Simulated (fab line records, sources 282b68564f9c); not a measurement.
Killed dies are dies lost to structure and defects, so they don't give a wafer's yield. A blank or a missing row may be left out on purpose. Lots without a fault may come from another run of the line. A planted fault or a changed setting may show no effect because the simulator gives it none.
Which tool did it? | flow rit_cmos | 14 lots, 42 wafers sampled, at 1 step of a route of 202

WHAT THE GAUGES READ, wafer by wafer
The record holds no reading of a measuring or inspecting step that can be judged against a usual standard deviation.

WHICH TOOL RAN EACH LOT (tool, then ch and the chambers of the sampled wafers, then the start)
lot  | RIT_NWELL_DEVELOP_05
L373 | litho_track-04 ch 0, day 1 21:00
L374 | litho_track-04 ch 0, day 2 06:00
L376 | litho_track-02 ch 0, day 2 17:00
L377 | litho_track-03 ch 0, day 2 20:00
L380 | litho_track-04 ch 0, day 3 08:00
L382 | litho_track-03 ch 0, day 3 18:00
L383 | litho_track-03 ch 0, day 4 00:00
L384 | litho_track-04 ch 0, day 4 05:00
L385 | litho_track-02 ch 0, day 4 11:00
L389 | litho_track-02 ch 0, day 5 05:00
L391 | litho_track-03 ch 0, day 5 14:00
L392 | litho_track-03 ch 0, day 5 20:00
L393 | litho_track-02 ch 0, day 6 01:00
L396 | litho_track-02 ch 0, day 6 17:00
- RIT_NWELL_DEVELOP_05: develop time 68 s.

WHAT THE TOOLS THEMSELVES READ (means of the sampled wafers that have a number; where no wafer has one, the mark that the record gives instead)
RIT_NWELL_DEVELOP_05. Usual: developer_temp_C 22.99 C, standard deviation 0.09.
lot  | tool           | developer_temp_C (C) | flag
L373 | litho_track-04 | 22.99                |
L374 | litho_track-04 | 23.10                |
L376 | litho_track-02 | 22.95                |
L377 | litho_track-03 | 23.00                |
L380 | litho_track-04 | 22.09                | OFF
L382 | litho_track-03 | 22.98                |
L383 | litho_track-03 | 22.93                |
L384 | litho_track-04 | 22.15                | OFF
L385 | litho_track-02 | 22.97                |
L389 | litho_track-02 | 23.09                |
L391 | litho_track-03 | 22.98                |
L392 | litho_track-03 | 23.04                |
L393 | litho_track-02 | 23.04                |
L396 | litho_track-02 | 23.05                |

THE ANSWER, worked out from the rows above alone
Rule: a lot is off if the mean of its wafers that have a number lies more than 3 standard deviations from the usual mean. A lot without any number at a reading at which 4 lots or more have one is off too. The other lots that the step has rows for count as sound. The gauges are gone through in route order, then the tools' own readings, and for those a lot's mean is taken as printed above. The first step at which some lot is off is used, and at that step the reading that is off furthest; a lot without a number counts as furthest.
Off: L380, L384, at RIT_NWELL_DEVELOP_05 (developer_temp_C).
A tool fits if, at that step or a process step before it, it ran every lot that is off, and no sound lot after the first of them. One fits: litho_track-04 at RIT_NWELL_DEVELOP_05. Its last sound lot is L374 (day 2 06:00), its first lot that is off L380 (day 3 08:00): a fault that began between those two fits.
The tool's own readings at RIT_NWELL_DEVELOP_05 bear it out: on the lots that are off they differ by more than 5 times the standard deviation of the sound lots' means. developer_temp_C reads 22.12 C there against 23.01 C on the sound lots.

WHAT THE SIMULATOR HAD PUT IN
Process parameter drift: litho_track-04, from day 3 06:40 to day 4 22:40, at RIT_NWELL_DEVELOP_05. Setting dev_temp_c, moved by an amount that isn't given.
Lots struck among those shown: L380, L384. The rule above found the same.
